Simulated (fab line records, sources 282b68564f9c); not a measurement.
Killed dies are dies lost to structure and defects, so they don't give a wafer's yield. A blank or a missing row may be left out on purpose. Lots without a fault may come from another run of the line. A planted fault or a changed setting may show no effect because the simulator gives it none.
fab line records | flow rit_cmos
record lots=6 wafers=18 last_day=7
route steps=202 shown PWELL@49 WELLDRIVE@50 NWELL@51 NRETRO@53 M1@202
lots that met no fault: from a run of the same line without faults
start_h: hours from the record's first day to the start of the lot's first wafer shown | wait_h: hours since the lot's step before | " the same as in the row above | L1.1+2: a row that stands for several wafers | - no value, or no start given | * or withheld: withheld | < > ~ a bound
route shown NAME@n: a module of which the file shows steps, and the number in the route of the first | usual: mean/standard deviation of fault-free wafers | same: alike in all rows | chamber/n: place in a boat | sites: the reading at each site | _std_site: their standard deviation | _edge_site: outer sites' mean less inner sites' | radius_mm: how far each site lies from the wafer's centre | mask NAME#n: copy n | behind: the tool/chamber that last shaped the wafer | hold: why the lot was held/for how many hours/how that ended | device: the transistor (n, p or np) that didn't switch | end of line: the same wafers' tests at the end of the route | a step without rows: its recipe alone | killed: dies lost to structure and defects at the first sort, not the wafer's yield | map: a wafer's dies, x killed, . not, _ none there
set.NAME: the setting as run; set.NAME@STEP: as run at that earlier step | model.NAME: the simulator's own value behind a step, which no gauge read
lots at some steps of the route; a table a step, a row a wafer
services: from which hour (start_h, from the record's first day; less than 0 if before it) a tool's chamber was out of use, for how many hours, and why
## steps
# step RIT_PWELL_TW_MEAS_10
# usual PWELL_TW=954/4.5
# columns lot.wafer tool chamber start_h wait_h PWELL_TW
L901.2 film_metro-03 - 23.36 0.1 951
L901.3 " - " " 954
L901.6 " - " " 948
L906.2 film_metro-02 - 48.05 0.1 949
L906.4 " - " " 953
L906.6 " - " " 954
L911.1 film_metro-02 - 77.05 0.1 953
L911.3 " - " " 960
L911.6 " - " " 958
L913.1 film_metro-01 - 82.58 0.1 941
L913.3 " - " " 942
L913.6 " - " " 942
L917.2 film_metro-01 - 103.79 0.1 961
L917.4 " - " " 958
L917.6 " - " " 954
L922.1 film_metro-02 - 130.20 0.1 955
L922.2 " - " " 953
L922.6 " - " " 954
# step RIT_WELLDRIVE_ANNEAL_00
# recipe temp_c=1100 time_s=14700 ambient=N2
# step RIT_WELLDRIVE_RS_MEAS_01
# recipe thk_meas_gauge=four-point-probe
# usual NWELL_RS=275.6/0.73
# columns lot.wafer tool chamber start_h wait_h NWELL_RS[ohm/sq]
L901.2 film_metro-01 - 28.51 0.0 275.4
L901.3 " - " " 274.5
L901.6 " - " " 275.0
L906.2 film_metro-02 - 53.20 0.0 274.7
L906.4 " - " " 274.5
L906.6 " - " " 274.9
L911.1 film_metro-02 - 82.20 0.0 274.6
L911.3 " - " " 275.0
L911.6 " - " " 274.8
L913.1 film_metro-02 - 88.75 0.0 274.9
L913.3 " - " " 274.9
L913.6 " - " " 275.1
L917.2 film_metro-03 - 109.70 0.0 275.5
L917.4 " - " " 274.9
L917.6 " - " " 275.4
L922.1 film_metro-02 - 135.35 0.0 275.6
L922.2 " - " " 275.9
L922.6 " - " " 276.1
# step RIT_WELLDRIVE_RS_MEAS_02
# recipe thk_meas_gauge=four-point-probe
# usual PWELL_RS=429.7/1
# columns lot.wafer tool chamber start_h wait_h PWELL_RS[ohm/sq]
L901.2 film_metro-01 - 28.63 0.1 431.3
L901.3 " - " " 429.7
L901.6 " - " " 431.6
L906.2 film_metro-02 - 53.32 0.1 430.1
L906.4 " - " " 428.9
L906.6 " - " " 428.1
L911.1 film_metro-02 - 82.32 0.1 429.1
L911.3 " - " " 427.7
L911.6 " - " " 428.0
L913.1 film_metro-02 - 88.87 0.1 431.2
L913.3 " - " " 430.2
L913.6 " - " " 431.7
L917.2 film_metro-03 - 109.82 0.1 429.6
L917.4 " - " " 428.6
L917.6 " - " " 429.9
L922.1 film_metro-02 - 135.47 0.1 428.3
L922.2 " - " " 429.0
L922.6 " - " " 429.7
# step RIT_NRETRO_HMDS_00
# recipe prime_time_s=60 prime_temp_c=140
# step RIT_NRETRO_COAT_01
# recipe resist=NOVOLAK spin_rpm=2000 resist_thk_nm=1300
# step RIT_NRETRO_SOFTBAKE_02
# recipe resist=NOVOLAK temp_c=90 time_s=60
# step RIT_NRETRO_EXPOSE_03
# recipe mask_id=M4 na=0.57 target_cd_nm=43900 dose_mj=250
# step RIT_NRETRO_PEB_04
# recipe resist=NOVOLAK temp_c=withheld time_s=withheld
# step RIT_NRETRO_DEVELOP_05
# recipe resist=NOVOLAK develop_time_s=68 dev_temp_c=23
# step RIT_NRETRO_OVL_MEAS_06
# usual NRETRO_OVL=0.7/1.2
# columns lot.wafer tool chamber start_h wait_h NRETRO_OVL[nm]
L901.2 overlay-01 - 29.88 - 2.0
L901.3 " - " " 2.3
L901.6 " - " " 1.0
L906.2 overlay-02 - 54.44 - 0.6
L906.4 " - " " 0.0
L906.6 " - " " -0.7
L911.1 overlay-02 - 83.44 - 1.6
L911.3 " - " " 0.8
L911.6 " - " " 1.0
L913.1 overlay-02 - 90.00 - 2.0
L913.3 " - " " 2.3
L913.6 " - " " 1.7
L917.2 overlay-01 - 111.15 - -0.5
L917.4 " - " " -0.5
L917.6 " - " " 0.3
L922.1 overlay-01 - 136.47 - 1.5
L922.2 " - " " 0.4
L922.6 " - " " -0.9
# step RIT_NRETRO_HARDBAKE_07
# recipe resist=NOVOLAK temp_c=140 time_s=120
# step RIT_NRETRO_IMPLANT_08
# recipe species=P energy_kev=70 dose_cm2=1e+13 tilt_deg=7
# usual beam_on_s=9.98/0.19 end_station_pressure_torr=5.02e-06/2.7e-07 tilt_deg=7.001/0.022
# columns lot.wafer tool chamber start_h wait_h beam_on_s end_station_pressure_torr tilt_deg
L901.2 implanter-04 0 30.19 0.2 10.25 5.28e-06 7.046
L901.3 " 0 " " 9.78 4.86e-06 7.019
L901.6 " 0 " " 10.01 5.3e-06 7.007
L906.2 implanter-01 0 54.74 0.2 9.90 5.15e-06 6.991
L906.4 " 0 " " 9.80 5.01e-06 6.989
L906.6 " 0 " " 9.94 4.62e-06 7.002
L911.1 implanter-01 0 83.73 0.2 10.42 4.61e-06 7.834
L911.3 " 0 " " 9.78 5.59e-06 7.845
L911.6 " 0 " " 9.98 4.79e-06 7.807
L913.1 implanter-01 0 90.28 0.2 9.81 4.56e-06 7.770
L913.3 " 0 " " 10.17 5.14e-06 7.774
L913.6 " 0 " " 10.34 5.02e-06 7.799
L917.2 implanter-04 0 111.46 0.2 9.87 5.22e-06 7.011
L917.4 " 0 " " 10.13 4.64e-06 7.028
L917.6 " 0 " " 9.97 4.63e-06 6.989
L922.1 implanter-03 0 136.75 0.2 9.94 5.16e-06 7.000
L922.2 " 0 " " 9.80 4.93e-06 6.989
L922.6 " 0 " " 10.18 4.49e-06 6.998
# step RIT_NRETRO_STRIP_09
# recipe chemistry=O2 time_s=180 resist=NOVOLAK platen_temp_c=withheld power_w=500 pressure_mtorr=4000 o2_flow_sccm=4000
# usual drypump_motor_current_A=5.8/0.35 o2_flow_sccm=4001/11
# columns lot.wafer tool chamber start_h wait_h drypump_motor_current_A o2_flow_sccm rf_hours_counter_h
L901.2 plasma_asher-01 0 30.31 0.1 5.5 4010 38
L901.3 " 1 " " 5.9 4013 -
L901.6 " 0 " " 5.6 4012 -
L906.2 plasma_asher-01 0 54.87 0.1 5.6 3990 41
L906.4 " 1 " " 5.9 3964 -
L906.6 " 0 " " 5.6 3981 -
L911.1 plasma_asher-04 1 83.88 0.1 6.3 3987 45
L911.3 " 1 " " 6.3 3997 -
L911.6 " 1 " " 6.3 3994 -
L913.1 plasma_asher-01 0 90.43 0.1 5.5 3998 44
L913.3 " 1 " " 5.9 3991 -
L913.6 " 1 " " 5.8 3989 -
L917.2 plasma_asher-01 0 111.58 0.1 5.6 4004 46
L917.4 " 1 " " 5.9 3978 -
L917.6 " 0 " " 5.5 3998 -
L922.1 plasma_asher-04 0 136.90 0.1 5.9 3996 1
L922.2 " 1 " " 6.3 4001 1
L922.6 " 1 " " 6.3 3998 -
# step RIT_M1_PROBE_99
# usual killed_at_front_end=7/3 killed_dies=7/3.1 killed_open=3.3/2.1 killed_short=3.3/2
# same gross_dies=264 killed_at_M0_to_M3=0 killed_at_M4_up=0 killed_at_back_side=0 killed_at_contacts=0 killed_at_other=0
# columns lot.wafer tool chamber start_h wait_h killed_at_front_end killed_dies killed_open killed_short
L901.2 prober-02 - 58.72 0.1 11 11 6 5
L901.3 prober-02 - 58.77 0.2 7 7 5 2
L901.6 prober-02 - 58.92 0.2 14 14 6 8
L906.2 prober-01 - 83.87 0.1 11 11 3 8
L906.4 prober-01 - 83.97 0.2 3 3 1 2
L906.6 prober-01 - 84.07 0.2 6 6 1 5
L911.1 prober-01 - 120.48 0.1 3 3 0 3
L911.3 prober-01 - 120.58 0.2 2 2 0 2
L911.6 prober-01 - 120.73 0.2 11 11 3 8
L913.1 prober-02 - 122.49 0.1 5 5 1 4
L913.3 prober-02 - 122.59 0.2 5 5 2 3
L913.6 prober-02 - 122.74 0.2 8 8 6 2
L917.2 prober-02 - 143.72 0.1 3 3 2 1
L917.4 prober-02 - 143.82 0.2 5 5 3 2
L917.6 prober-02 - 143.92 0.2 10 10 7 3
L922.1 prober-01 - 165.05 0.1 5 5 2 3
L922.2 prober-01 - 165.10 0.1 4 4 2 2
L922.6 prober-01 - 165.30 0.2 6 6 4 2
# killed by level:class
L901.2 GATE:geometric_particle:open=4 GATE:geometric_particle:short=3 FOX1:geometric_particle:short=1 REOX:geometric_particle:short=1 REOX:geometric_particle:open=1 SPACER:geometric_particle:open=1
L901.3 GATE:geometric_particle:open=4 GATE:geometric_particle:short=2 REOX:geometric_particle:open=1
L901.6 GATE:geometric_particle:open=5 GATE:geometric_particle:short=4 SPACER:geometric_particle:short=3 SILICIDE:geometric_particle:short=1 SILICIDE:geometric_particle:open=1
L906.2 FOX1:geometric_particle:short=3 GATE:geometric_particle:short=3 GATE:geometric_particle:open=2 REOX:geometric_particle:short=1 SPACER:geometric_particle:short=1 SILICIDE:geometric_particle:open=1
L906.4 FOX1:geometric_particle:short=1 GATE:geometric_particle:short=1 GATE:geometric_particle:open=1
L906.6 SPACER:geometric_particle:short=2 SILICIDE:geometric_particle:short=2 GATE:geometric_particle:short=1 GATE:geometric_particle:open=1
L911.1 GATE:geometric_particle:short=1 SPACER:geometric_particle:short=1 SILICIDE:geometric_particle:short=1
L911.3 FOX2:geometric_particle:short=2
L911.6 GATE:geometric_particle:short=3 FOX2:geometric_particle:short=2 SILICIDE:geometric_particle:short=2 SILICIDE:geometric_particle:open=2 REOX:geometric_particle:open=1 SPACER:geometric_particle:short=1
L913.1 GATE:geometric_particle:short=2 REOX:geometric_particle:short=1 SPACER:geometric_particle:short=1 SILICIDE:geometric_particle:open=1
L913.3 FOX1:geometric_particle:short=2 GATE:geometric_particle:open=2 FOX2:geometric_particle:short=1
L913.6 REOX:geometric_particle:open=4 FOX1:geometric_particle:open=2 GATE:geometric_particle:short=1 REOX:geometric_particle:short=1
L917.2 FOX1:geometric_particle:open=1 GATE:geometric_particle:short=1 SILICIDE:geometric_particle:open=1
L917.4 SILICIDE:geometric_particle:open=2 GATE:geometric_particle:open=1 GATE:geometric_particle:short=1 SILICIDE:geometric_particle:short=1
L917.6 REOX:geometric_particle:open=3 REOX:geometric_particle:short=2 FOX1:geometric_particle:open=1 FOX2:geometric_particle:open=1 GATE:geometric_particle:open=1 SILICIDE:geometric_particle:open=1 SILICIDE:geometric_particle:short=1
L922.1 FOX1:geometric_particle:open=2 SPACER:geometric_particle:short=2 SILICIDE:geometric_particle:short=1
L922.2 FOX1:geometric_particle:open=1 FOX1:geometric_particle:short=1 GATE:geometric_particle:open=1 SPACER:geometric_particle:short=1
L922.6 FOX1:geometric_particle:open=3 SILICIDE:geometric_particle:short=2 SILICIDE:geometric_particle:open=1
## services
# columns tool chamber start_h hours kind
plasma_asher-04 - 71.89 1.8 repair
implanter-04 - 90.73 4.1 pm
implanter-04 - 96.55 3.2 repair
plasma_asher-04 - 108.75 9.0 pm
plasma_asher-04 0 108.75 9.0 vent_cycle
plasma_asher-04 1 108.75 9.0 vent_cycle
plasma_asher-04 0 117.75 - clean
plasma_asher-04 1 117.75 - clean
implanter-03 - 120.14 0.5 repair
implanter-01 - 123.12 0.5 repair
plasma_asher-04 - 126.51 5.2 repair
## key
first_sign step=RIT_NRETRO_IMPLANT_08 reading=tilt_deg direction=up sigmas=37 usual=7.001 struck=7.805
effect none on later readings
met_at RIT_NRETRO_IMPLANT_08
struck_wafers L911.1,L911.3,L911.6,L913.1,L913.3,L913.6
tester_left_out L911,L913
onset_between 54.74 83.73
fault kind=process_parameter_drift tool=implanter-01 chamber=- onset_h=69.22 steps=RIT_NRETRO_IMPLANT_08 channel=tilt_deg offset=0.78501 shape=step end_h=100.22 acts_in=these_recipes_only stated=7
# tester_left_out: of these lots the tester's yield and bins aren't shown, on N5 and GAA mostly nor the transistor test; their killed dies are dies lost to structure and defects alone, not to doping, threshold or leakage, so they don't give the yield
